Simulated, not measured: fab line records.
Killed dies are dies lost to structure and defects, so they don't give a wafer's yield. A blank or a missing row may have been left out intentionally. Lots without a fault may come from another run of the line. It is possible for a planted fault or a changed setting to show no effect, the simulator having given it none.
What tool caused it? :: flow berkeleyCmos170 :: 14 lots, 42 wafers sampled, at 5 steps of a route of 331

## WHAT THE GAUGES SHOWED, per wafer
UCB170_NVT_TW_MEAS_09.
lot: L758
measured: day 6 18:49
on: filmMetro-04
NVT_TW: 516 515 513

lot: L759
measured: day 6 19:04
on: filmMetro-02
NVT_TW: 525 528 527

lot: L763
measured: day 7 09:10
on: filmMetro-03
NVT_TW: 512 512 517

lot: L764
measured: day 7 09:28
on: filmMetro-02
NVT_TW: 522 522 527

lot: L766
measured: day 8 15:34
on: filmMetro-04
NVT_TW: 517 518 516

lot: L772
measured: day 8 22:36
on: filmMetro-04
NVT_TW: 518 514 518

lot: L768
measured: day 8 22:51
on: filmMetro-04
NVT_TW: 517 518 516

lot: L770
measured: day 8 23:07
on: filmMetro-03
NVT_TW: 516 517 516

lot: L767
measured: day 8 23:25
on: filmMetro-02
NVT_TW: 524 523 524

lot: L771
measured: day 8 23:40
on: filmMetro-04
NVT_TW: 515 517 519

lot: L774
measured: day 10 02:40
on: filmMetro-04
NVT_TW: 514 518 513

lot: L775
measured: day 10 02:58
on: filmMetro-02
NVT_TW: 548 547 547

lot: L780
measured: day 10 18:43
on: filmMetro-03
NVT_TW: 539 538 539

lot: L781
measured: day 11 01:26
on: filmMetro-04
NVT_TW: 520 523 520

UCB170_M2_OVL_MEAS_16.
lot: L758
measured: day 9 03:28
on: overlay-02
M2_OVL (nm): 3 -10 -1

lot: L759
measured: day 9 02:01
on: overlay-02
M2_OVL (nm): 11 7 15

lot: L763
measured: day 9 21:39
on: overlay-01
M2_OVL (nm): 18 7 5

lot: L764
measured: day 9 17:05
on: overlay-01
M2_OVL (nm): 1 -3 -1

lot: L766
measured: day 10 14:46
on: overlay-02
M2_OVL (nm): 5 3 -6

lot: L772
measured: day 11 00:36
on: overlay-02
M2_OVL (nm): 6 -1 3

lot: L768
measured: day 11 08:25
on: overlay-02
M2_OVL (nm): 9 11 16

lot: L770
measured: day 11 08:41
on: overlay-01
M2_OVL (nm): 9 -3 2

lot: L767
measured: day 11 09:36
on: overlay-02
M2_OVL (nm): 1 5 -2

lot: L771
measured: day 11 08:58
on: overlay-02
M2_OVL (nm): 11 8 8

lot: L774
measured: day 12 09:32
on: overlay-01
M2_OVL (nm): 7 12 9

lot: L775
measured: day 12 08:19
on: overlay-01
M2_OVL (nm): 4 9 2

lot: L780
measured: day 12 21:17
on: overlay-02
M2_OVL (nm): 8 1 9

lot: L781
measured: day 12 22:32
on: overlay-02
M2_OVL (nm): 3 6 9

## TOOL THAT RAN EACH LOT (tool first, then ch and the chambers of the sampled wafers, then the start)
lot: L758
UCB170_NVT_IMPLANT_07: implanter-01 ch 0, day 6 18:34
UCB170_V1_ETCH_14: rieDiel-02 ch 0,1,3, day 8 23:16
UCB170_M2_STRIP_07: plasmaAsher-04 ch 0,1, day 9 01:20

lot: L759
UCB170_NVT_IMPLANT_07: implanter-03 ch 0, day 6 18:50
UCB170_V1_ETCH_14: rieDiel-04 ch 1,3, day 8 21:53
UCB170_M2_STRIP_07: plasmaAsher-04 ch 0,1, day 8 23:34

lot: L763
UCB170_NVT_IMPLANT_07: implanter-01 ch 0, day 7 08:55
UCB170_V1_ETCH_14: rieDiel-03 ch 0,3, day 9 15:04
UCB170_M2_STRIP_07: plasmaAsher-04 ch 1, day 9 17:08

lot: L764
UCB170_NVT_IMPLANT_07: implanter-01 ch 0, day 7 09:13
UCB170_V1_ETCH_14: rieDiel-04 ch 1,2,3, day 9 13:36
UCB170_M2_STRIP_07: plasmaAsher-04 ch 0,1, day 9 14:47

lot: L766
UCB170_NVT_IMPLANT_07: implanter-01 ch 0, day 8 15:19
UCB170_V1_ETCH_14: rieDiel-04 ch 0,1,3, day 10 11:16
UCB170_M2_STRIP_07: plasmaAsher-03 ch 0,1, day 10 12:57

lot: L772
UCB170_NVT_IMPLANT_07: implanter-03 ch 0, day 8 22:23
UCB170_V1_ETCH_14: rieDiel-04 ch 0,3, day 10 19:56
UCB170_M2_STRIP_07: plasmaAsher-03 ch 0,1, day 10 21:35

lot: L768
UCB170_NVT_IMPLANT_07: implanter-02 ch 0, day 8 22:37
UCB170_V1_ETCH_14: rieDiel-02 ch 1,3, day 11 04:16
UCB170_M2_STRIP_07: plasmaAsher-03 ch 0, day 11 06:16

lot: L770
UCB170_NVT_IMPLANT_07: implanter-02 ch 0, day 8 22:52
UCB170_V1_ETCH_14: rieDiel-04 ch 1,2,3, day 11 04:40
UCB170_M2_STRIP_07: plasmaAsher-03 ch 0,1, day 11 06:44

lot: L767
UCB170_NVT_IMPLANT_07: implanter-01 ch 0, day 8 23:11
UCB170_V1_ETCH_14: rieDiel-02 ch 1,2, day 11 06:33
UCB170_M2_STRIP_07: plasmaAsher-02 ch 0,1, day 11 08:03

lot: L771
UCB170_NVT_IMPLANT_07: implanter-03 ch 0, day 8 23:25
UCB170_V1_ETCH_14: rieDiel-03 ch 1,2,3, day 11 04:50
UCB170_M2_STRIP_07: plasmaAsher-04 ch 0,1, day 11 07:10

lot: L774
UCB170_NVT_IMPLANT_07: implanter-02 ch 0, day 10 02:25
UCB170_V1_ETCH_14: rieDiel-02 ch 0,1,3, day 12 05:50
UCB170_M2_STRIP_07: plasmaAsher-02 ch 0,1, day 12 07:38

lot: L775
UCB170_NVT_IMPLANT_07: implanter-03 ch 0, day 10 02:41
UCB170_V1_ETCH_14: rieDiel-03 ch 1,2, day 12 04:23
UCB170_M2_STRIP_07: plasmaAsher-02 ch 0,1, day 12 06:11

lot: L780
UCB170_NVT_IMPLANT_07: implanter-03 ch 0, day 10 18:29
UCB170_V1_ETCH_14: rieDiel-03 ch 0,2,3, day 12 18:14
UCB170_M2_STRIP_07: plasmaAsher-02 ch 0,1, day 12 19:32

lot: L781
UCB170_NVT_IMPLANT_07: implanter-01 ch 0, day 11 01:12
UCB170_V1_ETCH_14: rieDiel-02 ch 0,1,3, day 12 19:54
UCB170_M2_STRIP_07: plasmaAsher-04 ch 0,1, day 12 21:05
- UCB170_NVT_IMPLANT_07
- UCB170_V1_ETCH_14: etches SiO2 in CHF3/CF4/Ar, stops on Al, target depth 1250 nm, time 291 s.
- UCB170_M2_STRIP_07: strips in O2.

## WHAT THE TOOLS THEMSELVES READ (means of the sampled wafers that have a number; where no wafer has one, the mark that the record gives instead)
UCB170_NVT_IMPLANT_07.
lot: L758
tool: implanter-01
doseIonsCm2: 3.000e+12
faradayCurrentUA: 9.59

lot: L759
tool: implanter-03
doseIonsCm2: 2.998e+12
faradayCurrentUA: 9.48

lot: L763
tool: implanter-01
doseIonsCm2: 2.999e+12
faradayCurrentUA: 9.51

lot: L764
tool: implanter-01
doseIonsCm2: 3.001e+12
faradayCurrentUA: 9.43

lot: L766
tool: implanter-01
doseIonsCm2: 3.002e+12
faradayCurrentUA: 9.60

lot: L772
tool: implanter-03
doseIonsCm2: 3.002e+12
faradayCurrentUA: 9.49

lot: L768
tool: implanter-02
doseIonsCm2: 3.003e+12
faradayCurrentUA: 9.53

lot: L770
tool: implanter-02
doseIonsCm2: 2.997e+12
faradayCurrentUA: 9.44

lot: L767
tool: implanter-01
doseIonsCm2: 2.999e+12
faradayCurrentUA: 9.35

lot: L771
tool: implanter-03
doseIonsCm2: 3.001e+12
faradayCurrentUA: 9.30

lot: L774
tool: implanter-02
doseIonsCm2: 2.998e+12
faradayCurrentUA: 9.71

lot: L775
tool: implanter-03
doseIonsCm2: 3.483e+12
faradayCurrentUA: 10.97

lot: L780
tool: implanter-03
doseIonsCm2: 3.480e+12
faradayCurrentUA: 10.88

lot: L781
tool: implanter-01
doseIonsCm2: 3.001e+12
faradayCurrentUA: 9.40

UCB170_V1_ETCH_14.
lot: L758
tool: rieDiel-02
drypumpMotorCurrentA (A): 5.4
oesProductAu (a.u.): 0.877
throttleValvePct (%): 6.93

lot: L759
tool: rieDiel-04
drypumpMotorCurrentA (A): 5.9
oesProductAu (a.u.): 0.876
throttleValvePct (%): 7.08

lot: L763
tool: rieDiel-03
drypumpMotorCurrentA (A): 5.6
oesProductAu (a.u.): 0.874
throttleValvePct (%): 6.90

lot: L764
tool: rieDiel-04
drypumpMotorCurrentA (A): 5.7
oesProductAu (a.u.): 0.861
throttleValvePct (%): 6.95

lot: L766
tool: rieDiel-04
drypumpMotorCurrentA (A): 5.9
oesProductAu (a.u.): 0.870
throttleValvePct (%): 7.12

lot: L772
tool: rieDiel-04
drypumpMotorCurrentA (A): 5.7
oesProductAu (a.u.): 0.882
throttleValvePct (%): 7.10

lot: L768
tool: rieDiel-02
drypumpMotorCurrentA (A): 5.7
oesProductAu (a.u.): 0.884
throttleValvePct (%): 6.96

lot: L770
tool: rieDiel-04
drypumpMotorCurrentA (A): 5.7
oesProductAu (a.u.): 0.865
throttleValvePct (%): 6.95

lot: L767
tool: rieDiel-02
drypumpMotorCurrentA (A): 5.6
oesProductAu (a.u.): 0.872
throttleValvePct (%): 6.93

lot: L771
tool: rieDiel-03
drypumpMotorCurrentA (A): 5.3
oesProductAu (a.u.): 0.882
throttleValvePct (%): 7.08

lot: L774
tool: rieDiel-02
drypumpMotorCurrentA (A): 5.5
oesProductAu (a.u.): 0.884
throttleValvePct (%): 6.92

lot: L775
tool: rieDiel-03
drypumpMotorCurrentA (A): 5.2
oesProductAu (a.u.): 0.884
throttleValvePct (%): 7.06

lot: L780
tool: rieDiel-03
drypumpMotorCurrentA (A): 5.6
oesProductAu (a.u.): 0.871
throttleValvePct (%): 7.01

lot: L781
tool: rieDiel-02
drypumpMotorCurrentA (A): 5.4
oesProductAu (a.u.): 0.881
throttleValvePct (%): 6.93

UCB170_M2_STRIP_07.
lot: L758
tool: plasmaAsher-04
drypumpMotorCurrentA (A): 5.6
o2FlowSccm (sccm): 399.2
oesProductAu (a.u.): 0.737
stripTimeToEndpointS (s): 22.05

lot: L759
tool: plasmaAsher-04
drypumpMotorCurrentA (A): 5.6
o2FlowSccm (sccm): 399.3
oesProductAu (a.u.): 0.736
stripTimeToEndpointS (s): 21.99

lot: L763
tool: plasmaAsher-04
drypumpMotorCurrentA (A): 6.7
o2FlowSccm (sccm): 401.4
oesProductAu (a.u.): 0.737
stripTimeToEndpointS (s): 21.95

lot: L764
tool: plasmaAsher-04
drypumpMotorCurrentA (A): 5.6
o2FlowSccm (sccm): 399.8
oesProductAu (a.u.): 0.735
stripTimeToEndpointS (s): 21.94

lot: L766
tool: plasmaAsher-03
drypumpMotorCurrentA (A): 6.2
o2FlowSccm (sccm): 400.5
oesProductAu (a.u.): 0.733
stripTimeToEndpointS (s): 22.12

lot: L772
tool: plasmaAsher-03
drypumpMotorCurrentA (A): 6.2
o2FlowSccm (sccm): 399.5
oesProductAu (a.u.): 0.732
stripTimeToEndpointS (s): 21.95

lot: L768
tool: plasmaAsher-03
drypumpMotorCurrentA (A): 5.4
o2FlowSccm (sccm): 400.4
oesProductAu (a.u.): 0.736
stripTimeToEndpointS (s): 22.04

lot: L770
tool: plasmaAsher-03
drypumpMotorCurrentA (A): 6.2
o2FlowSccm (sccm): 398.3
oesProductAu (a.u.): 0.735
stripTimeToEndpointS (s): 21.92

lot: L767
tool: plasmaAsher-02
drypumpMotorCurrentA (A): 6.2
o2FlowSccm (sccm): 398.2
oesProductAu (a.u.): 0.733
stripTimeToEndpointS (s): 21.91

lot: L771
tool: plasmaAsher-04
drypumpMotorCurrentA (A): 6.2
o2FlowSccm (sccm): 399.0
oesProductAu (a.u.): 0.732
stripTimeToEndpointS (s): 22.06

lot: L774
tool: plasmaAsher-02
drypumpMotorCurrentA (A): 6.2
o2FlowSccm (sccm): 400.3
oesProductAu (a.u.): 0.739
stripTimeToEndpointS (s): 21.95

lot: L775
tool: plasmaAsher-02
drypumpMotorCurrentA (A): 5.9
o2FlowSccm (sccm): 400.6
oesProductAu (a.u.): 0.737
stripTimeToEndpointS (s): 22.03

lot: L780
tool: plasmaAsher-02
drypumpMotorCurrentA (A): 6.2
o2FlowSccm (sccm): 400.6
oesProductAu (a.u.): 0.733
stripTimeToEndpointS (s): 22.03

lot: L781
tool: plasmaAsher-04
drypumpMotorCurrentA (A): 5.6
o2FlowSccm (sccm): 400.9
oesProductAu (a.u.): 0.735
stripTimeToEndpointS (s): 22.00

## THE ANSWER, worked out from the rows above alone
Rule: the lots themselves supply what counts as usual. The widest of any qualifying gaps counts: lots, ordered by their means at a reading, are off when they make up no more than a third of the lots, leave a main group of 4 or more, and stand apart from it by 3 or more times the standard deviation of that group's means. A main group whose means are all the same, to the digits that the tables above print for the reading, isn't used. Also off: a lot with no number at a reading for which 4 or more lots have one. Where the step has rows for the other lots, those lots are counted as sound. After the gauges, taken in route order, come the tools' own readings; for these a lot's mean is taken, as printed above. At the first step where some lot is off, the reading lying furthest off is the one used; lots without a number count as furthest.
Off: at UCB170_NVT_TW_MEAS_09 (NVT_TW), L775, L780. For the main group the mean is 519 and the standard deviation 4.
If a tool, at a process step before that reading, ran all the lots that are off and no sound lot after the first of them, it fits. Not tried: the gauges at UCB170_NVT_TW_MEAS_09; whatever is off there is also off at UCB170_NVT_IMPLANT_07, on other tools, and gauge error can't account for it. One fits: implanter-03 at UCB170_NVT_IMPLANT_07. Its last sound lot is L771 (day 8 23:25), its first lot that is off L775 (day 10 02:41): a fault that began between those two fits.
The tool's own readings at UCB170_NVT_IMPLANT_07 bear it out: on the lots that are off they differ by more than 5 times the standard deviation of the sound lots' means. doseIonsCm2 reads 3.482e+12 there against 3.000e+12 on the sound lots; faradayCurrentUA reads 10.93 there against 9.49 on the sound lots.

## WHAT WAS PUT IN BY THE SIMULATOR
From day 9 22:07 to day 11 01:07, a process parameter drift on implanter-03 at UCB170_NVT_IMPLANT_07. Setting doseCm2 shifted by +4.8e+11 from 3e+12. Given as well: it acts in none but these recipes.
Lots struck among those shown: L775, L780. The rule given above showed the same thing.
